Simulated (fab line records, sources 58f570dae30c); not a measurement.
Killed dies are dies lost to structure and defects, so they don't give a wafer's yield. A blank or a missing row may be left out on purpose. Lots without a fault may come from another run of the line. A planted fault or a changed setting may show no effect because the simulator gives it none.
A struck lot beside a sound one | flow berkeley_cmos170 | 18 steps out of a route of 331
Sound: wafers L596.1, L596.3, L596.5. Struck: wafers L597.2, L597.3, L597.4. The cause comes at the end.
At each step with rows: each side's tool, then ch and its chambers, then its first start. Under that, the readings that differ: sound wafers | struck wafers | difference of the means | sigmas: that difference in standard deviations of wafers without a fault.
alike: readings whose means differ by less than 2 such deviations, and words and numbers that are the same on both sides. not compared: withheld readings, readings that some wafer has no value for, bounds like >300 that may hide the same value, and numbers for which the record gives no deviation and whose values overlap.
The two part at a step that has a row with sigmas, a row that says differs or no value, or rows on one side only. Numbers that don't overlap but have no deviation are shown without sigmas and don't part them. A reading that every wafer of one side lacks parts them only if that side has two wafers or more.

first, 4 steps without rows for these wafers: UCB170_NWELL_WET_ETCH_19 (etches SiO2 in BOE, time 22 s); UCB170_PWELL_CLEAN_00 (cleans in SPM, time 600 s); UCB170_PWELL_CLEAN_01 (cleans in dHF, time 60 s); UCB170_PWELL_OXIDATION_02 (target thk 26.4 nm, ox time 1260 s).
UCB170_PWELL_THK_MEAS_03:
  sound on film_metro-02, day 4 18:04; struck on film_metro-02, day 5 09:50
  alike: PWELL_OXIDE_THK
then, 2 steps without rows for these wafers: UCB170_PWELL_ANNEAL_04 (time 900 s); UCB170_PWELL_CVD_05 (deposits Si3N4 from SiH2Cl2/NH3, target thk 220 nm, time 3300 s).
UCB170_PWELL_THK_MEAS_06:
  sound on film_metro-03, day 5 02:35; struck on film_metro-04, day 5 18:10
  alike: PWELL_NITRIDE_THK
then, 4 steps without rows for these wafers: UCB170_PWELL_HMDS_07 (prime time 60 s); UCB170_PWELL_COAT_08 (resist thk 900 nm); UCB170_PWELL_SOFTBAKE_09 (time 60 s); UCB170_PWELL_EXPOSE_10 (exposes mask PWELL, target cd 3000 nm).
UCB170_PWELL_PEB_11:
  sound on litho_track-02 ch 0, day 5 04:02; struck on litho_track-02 ch 0, day 5 21:00
  reading                  | sound             | struck            | difference | sigmas
  heater_power_total_W (W) | 56.76 56.82 56.74 | 70.22 70.21 70.09 | +13.40     | +99 or more
  alike: resist_line_temp_C
then, 1 step without rows for these wafers: UCB170_PWELL_DEVELOP_12 (develop time 45 s).
UCB170_PWELL_OVL_MEAS_13:
  sound on overlay-02, day 5 04:19; struck on overlay-01, day 5 21:49
  alike: PWELL_OVL
UCB170_PWELL_ETCH_14: etches Si3N4 in CH3F/Ar/O2, stops on SiO2, target depth 242 nm, time 151 s.
  sound on rie_diel-01 ch 0,2,3, day 5 04:20; struck on rie_diel-03 ch 0,1,3, day 5 21:50
  reading                | sound          | struck         | difference | sigmas
  model.PWELL.cd_nm (nm) | 2998 2999 2998 | 2943 2942 2942 | -56        |
  alike: drypump_motor_current_A, oes_product_au, rf_fwd_power_W, throttle_valve_pct
  not compared: rf_hours_counter_h
then, 2 steps without rows for these wafers: UCB170_PWELL_IMPLANT_15; UCB170_M3_PROBE_99.

WHERE THEY PART
Only at UCB170_PWELL_PEB_11, within this record. Later steps at which nothing parts them and some readings are alike: UCB170_PWELL_OVL_MEAS_13, UCB170_PWELL_ETCH_14.

WHY: what the simulator had put in
Process parameter drift: litho_track-02, from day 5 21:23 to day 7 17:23, at UCB170_PWELL_PEB_11. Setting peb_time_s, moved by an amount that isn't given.
